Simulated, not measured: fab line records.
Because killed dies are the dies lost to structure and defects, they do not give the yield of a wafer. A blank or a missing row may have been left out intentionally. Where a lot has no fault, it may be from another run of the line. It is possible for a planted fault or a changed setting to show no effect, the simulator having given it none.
Which tool is to blame? :: flow berkeley cmos170 :: 21 wafers from 7 lots sampled at 3 of the route's 331 steps

## WHAT THE GAUGES READ, wafer by wafer
UCB170_NLDD_TW_MEAS_11.
lot: L281
measured: day 7 04:58
on: film metro-02
NLDD_TW: 2208 2215 2220

lot: L288
measured: day 8 11:49
on: film metro-01
NLDD_TW: 2237 2244 2246

lot: L291
measured: day 9 04:14
on: film metro-03
NLDD_TW: 2231 2229 2225

lot: L294
measured: day 9 20:01
on: film metro-03
NLDD_TW: 2138 2136 2133

lot: L295
measured: day 10 06:53
on: film metro-02
NLDD_TW: 2114 2117 2122

lot: L301
measured: day 10 21:08
on: film metro-03
NLDD_TW: 2236 2233 2231

lot: L298
measured: day 10 21:56
on: film metro-02
NLDD_TW: 2203 2201 2215

## EACH LOT AND THE TOOL THAT RAN IT (in order: tool; ch and the chambers of the sampled wafers; start)
lot: L281
UCB170_PLDD_STRIP_10: plasma asher-03 ch 0, day 7 03:00
UCB170_NLDD_IMPLANT_08: implanter-01 ch 0, day 7 04:35

lot: L288
UCB170_PLDD_STRIP_10: plasma asher-03 ch 0, day 8 09:15
UCB170_NLDD_IMPLANT_08: implanter-03 ch 0, day 8 11:25

lot: L291
UCB170_PLDD_STRIP_10: plasma asher-02 ch 0,1, day 9 02:19
UCB170_NLDD_IMPLANT_08: implanter-03 ch 0, day 9 03:51

lot: L294
UCB170_PLDD_STRIP_10: plasma asher-02 ch 0,1, day 9 17:57
UCB170_NLDD_IMPLANT_08: implanter-01 ch 0, day 9 19:37

lot: L295
UCB170_PLDD_STRIP_10: plasma asher-02 ch 0,1, day 10 05:03
UCB170_NLDD_IMPLANT_08: implanter-01 ch 0, day 10 06:31

lot: L301
UCB170_PLDD_STRIP_10: plasma asher-03 ch 0,1, day 10 15:56
UCB170_NLDD_IMPLANT_08: implanter-03 ch 0, day 10 20:46

lot: L298
UCB170_PLDD_STRIP_10: plasma asher-04 ch 0,1, day 10 17:11
UCB170_NLDD_IMPLANT_08: implanter-03 ch 0, day 10 21:33
- UCB170_PLDD_STRIP_10: strips in O2.
- UCB170_NLDD_IMPLANT_08

## THE ANSWER, worked out from the rows above alone
Rule: the lots themselves supply what counts as usual. Put in order of their means at a reading, lots are off if they are a third of the lots or fewer, leave a main group of 4 or more, and stand apart from it by a gap of 3 or more times the standard deviation of the main group's means; of several such gaps the widest counts. A main group is skipped when, at the precision printed for the reading in the tables above, its means are all equal. Also off: a lot with no number at a reading for which 4 or more lots have one. Where the step has rows for the other lots, those lots are counted as sound.
Off: L294, L295, at UCB170_NLDD_TW_MEAS_11 (NLDD_TW). Main group: mean 2225, sd 13.
If a tool, at a process step before that reading, ran all the lots that are off and no sound lot after the first of them, it fits. The gauges at UCB170_NLDD_TW_MEAS_11 are tried like those tools. Can't be told from this: 2 tools fit, plasma asher-02 at UCB170_PLDD_STRIP_10, implanter-01 at UCB170_NLDD_IMPLANT_08.

## WHAT HAD BEEN PUT IN BY THE SIMULATOR
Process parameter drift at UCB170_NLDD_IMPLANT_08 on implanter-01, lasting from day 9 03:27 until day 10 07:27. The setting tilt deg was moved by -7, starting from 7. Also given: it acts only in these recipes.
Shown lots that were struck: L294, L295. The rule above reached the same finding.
